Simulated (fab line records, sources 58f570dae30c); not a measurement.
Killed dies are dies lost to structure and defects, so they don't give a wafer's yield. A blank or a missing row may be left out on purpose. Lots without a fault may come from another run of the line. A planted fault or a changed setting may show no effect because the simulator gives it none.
Split-lot experiment | flow berkeley_cmos170 | 5 lots, 23 wafers read, on a route of 331 steps

THE SPLIT
At UCB170_GATE_PEB_10, the setting peb_temp_c was moved away from the recipe's 130 C on 10 of the 23 wafers read, by -2.3% to +1.8%. The other wafers ran this setting at the recipe's value.

FROM THE SPLIT TO THE READING: what the file shows between them, 5 steps
- UCB170_GATE_DEVELOP_11: develop time 45 s
- UCB170_GATE_CD_MEAS_12: target cd 350 nm
- UCB170_GATE_ETCH_14: etches BARC in N2/H2
- UCB170_GATE_ETCH_15: etches poly-Si in HBr/Cl2, stops on SiO2, time 56.3 s, target depth 278.2 nm
- UCB170_GATE_STRIP_16: strips in O2

THE READING
cd_nm, in nm, at UCB170_GATE_CD_MEAS_90 (target cd 350 nm). Fault-free wafers of this fab line usually give 349.6 nm, standard deviation 1.1 nm.

wafer  | tool, chamber at the split | peb_temp_c as run, C | against the recipe | cd_nm, nm | against lot-mates on the recipe
L076.1 | litho_track-04, 0          | 130                  | recipe             | 350.1     | -
L076.3 | litho_track-04, 0          | 128.1                | -1.5%              | 362.7     | +12.7
L076.4 | litho_track-04, 0          | 128.1                | -1.5%              | 361.6     | +11.6
L076.5 | litho_track-04, 0          | 130                  | recipe             | 349.9     | -
L076.6 | litho_track-04, 0          | 128.1                | -1.5%              | 361.6     | +11.6
L075.2 | litho_track-01, 0          | 132.4                | +1.8%              | 333.5     | -15.2
L075.3 | litho_track-01, 0          | 132.4                | +1.8%              | 335.1     | -13.6
L075.4 | litho_track-01, 0          | 130                  | recipe             | 348.7     | -
L075.5 | litho_track-01, 0          | 130                  | recipe             | 348.6     | -
L075.6 | litho_track-01, 0          | 130                  | recipe             | 348.7     | -
L077.1 | litho_track-02, 0          | 130                  | recipe             | 349.4     | -
L077.2 | litho_track-02, 0          | 130                  | recipe             | 349.8     | -
L077.3 | litho_track-02, 0          | 130                  | recipe             | 348.1     | -
L077.4 | litho_track-02, 0          | 127                  | -2.3%              | 372.5     | +23.4
L077.6 | litho_track-02, 0          | 127                  | -2.3%              | 370.6     | +21.5
L078.1 | litho_track-01, 0          | 131.9                | +1.5%              | 337.5     | -12.0
L078.2 | litho_track-01, 0          | 131.9                | +1.5%              | 339.0     | -10.5
L078.4 | litho_track-01, 0          | 130                  | recipe             | 349.9     | -
L078.5 | litho_track-01, 0          | 130                  | recipe             | 349.2     | -
L078.6 | litho_track-01, 0          | 131.9                | +1.5%              | 337.3     | -12.2
L085.3 | litho_track-02, 0          | 130                  | recipe             | 349.8     | -
L085.4 | litho_track-02, 0          | 130                  | recipe             | 351.6     | -
L085.5 | litho_track-02, 0          | 130                  | recipe             | 351.3     | -

THE FIT
A straight line over all 23 wafers: cd_nm changes by -8.68 nm for each +1% of peb_temp_c; r = -0.99; the points scatter about the line by 1.1 nm.
The same after taking each lot's own level away (the mean of its wafers on the recipe; 23 wafers): -8.58 nm for each +1%; r = -0.99; scatter 1.1 nm.
On that fit, the largest move of peb_temp_c shifts the reading by 20 nm.
The lots' own levels span 348.67 to 350.90 nm, that is 2.0 times the standard deviation above.
So the lot-to-lot level changes the slope little: the two slopes agree.
Check: with one of the wafers moved furthest among these (-2.3%) left out of the fit, the line predicts +19.3 nm for it against its lot-mates. It came out at +23.4 nm against them.

THE WHOLE CHAIN: every reading that the file lists as answering this split, in the file's order
step                   | what it does                                                                 | reading                                                     | change (the file's fit)              | r (the file's)
UCB170_GATE_CD_MEAS_12 | target cd 350 nm                                                             | cd_nm                                                       | -8.48 nm for each +1% of the setting | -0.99
UCB170_GATE_ETCH_15    | etches poly-Si in HBr/Cl2, stops on SiO2, time 56.3 s, target depth 278.2 nm | GATE.cd_nm (the simulator's own value, which no gauge read) | -8.58 nm for each +1% of the setting | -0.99
UCB170_GATE_CD_MEAS_90 | target cd 350 nm                                                             | cd_nm                                                       | -8.68 nm for each +1% of the setting | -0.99

THE FILE'S OWN FIT
cd_nm changes by -8.68 nm for each +1% of peb_temp_c, r = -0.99.
